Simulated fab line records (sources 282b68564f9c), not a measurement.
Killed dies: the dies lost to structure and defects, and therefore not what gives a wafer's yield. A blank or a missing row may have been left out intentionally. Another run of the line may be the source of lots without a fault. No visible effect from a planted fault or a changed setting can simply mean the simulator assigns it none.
Comparing a struck lot with a sound one | flow rit_cmos | 15 steps out of a route of 202
Sound: these wafers, L509.1, L509.2, L509.6. The struck wafers were L517.3, L517.4, L517.5. The cause comes at the end.
Per side, at each step with rows, come the tool, then ch with its chambers, and then its first start. Under that, the readings that differ: sound wafers | struck wafers | difference of the means | sigmas: that difference in standard deviations of wafers without a fault.
alike: readings with means less than 2 such deviations apart, plus words and numbers identical on both sides. not compared: withheld readings, readings lacking a value on some wafer, bounds such as >300 that could conceal the same value, and numbers that have no deviation in the record and whose values overlap.
A row with sigmas, a row that says differs or no value, or rows on one side alone: a step with any of these is where the two part. Non-overlapping numbers with no deviation appear without sigmas and do not part them. A reading that every wafer of one side lacks parts them only if that side has two wafers or more.

RIT_FOX2_THK_MEAS_01:
  sound: film_metro-03 at day 2 17:14; struck: film_metro-01 at day 4 07:10
  reading             | sound       | struck      | difference | sigmas
  FOX2_OXIDE_THK (nm) | 372 366 365 | 352 345 355 | -17        | -2
then, 2 steps without rows for these wafers: RIT_FOX2_CLEAN_02 (cleans in dHF, time 180 s); RIT_FOX2_WET_ETCH_03 (etches Si3N4 in H3PO4, target depth 195 nm, time 2700 s).
RIT_FOX2_THK_MEAS_90:
  sound: film_metro-04 at day 2 18:07; struck: film_metro-01 at day 4 08:02
  reading                     | sound       | struck      | difference | sigmas
  FIELD_OXIDE_LEFT_1_THK (nm) | 345 339 338 | 325 318 328 | -17        | -2
then, 6 steps without rows for these wafers: RIT_NWELL_HMDS_00 (prime time 60 s); RIT_NWELL_COAT_01 (resist thk 1300 nm); RIT_NWELL_SOFTBAKE_02 (time 60 s); RIT_NWELL_EXPOSE_03 (exposes mask M2, target cd 43900 nm); RIT_NWELL_PEB_04; RIT_NWELL_DEVELOP_05 (develop time 68 s).
RIT_NWELL_OVL_MEAS_06:
  sound: overlay-01 at day 2 19:04; struck: overlay-01 at day 4 09:07
  alike: NWELL_OVL
then, 1 step without rows for these wafers: RIT_NWELL_HARDBAKE_07 (time 120 s).
RIT_NWELL_IMPLANT_08:
  sound on implanter-01 ch 0, day 2 19:20; struck on implanter-03 ch 0, day 4 09:26
  reading                   | sound                | struck               | difference | sigmas
  beam_energy_keV           | 169.99 170.03 170.00 | 173.58 173.49 173.52 | +3.52      | +73
  model.implant.drp_nm (nm) | 68.82 68.82 68.82    | 69.89 69.89 69.89    | +1.07      |
  alike: beam_on_s
RIT_NWELL_STRIP_09: strips in O2, time 180 s.
  sound on plasma_asher-04 ch 0,1, day 2 19:29; struck on plasma_asher-04 ch 0,1, day 4 09:36
  alike: drypump_motor_current_A
  not compared: rf_hours_counter_h
RIT_M1_PROBE_99:
  sound: prober-02 at day 4 14:29; struck: prober-02 at day 5 23:47
  alike: killed_at_contacts, killed_at_front_end, killed_dies, killed_open, killed_short

## WHERE THEY PART
At RIT_FOX2_THK_MEAS_01 first; at RIT_NWELL_IMPLANT_08 last (within this record only). Later steps at which nothing parts them and some readings are alike: RIT_NWELL_STRIP_09, RIT_M1_PROBE_99.

WHY: what the simulator had put in
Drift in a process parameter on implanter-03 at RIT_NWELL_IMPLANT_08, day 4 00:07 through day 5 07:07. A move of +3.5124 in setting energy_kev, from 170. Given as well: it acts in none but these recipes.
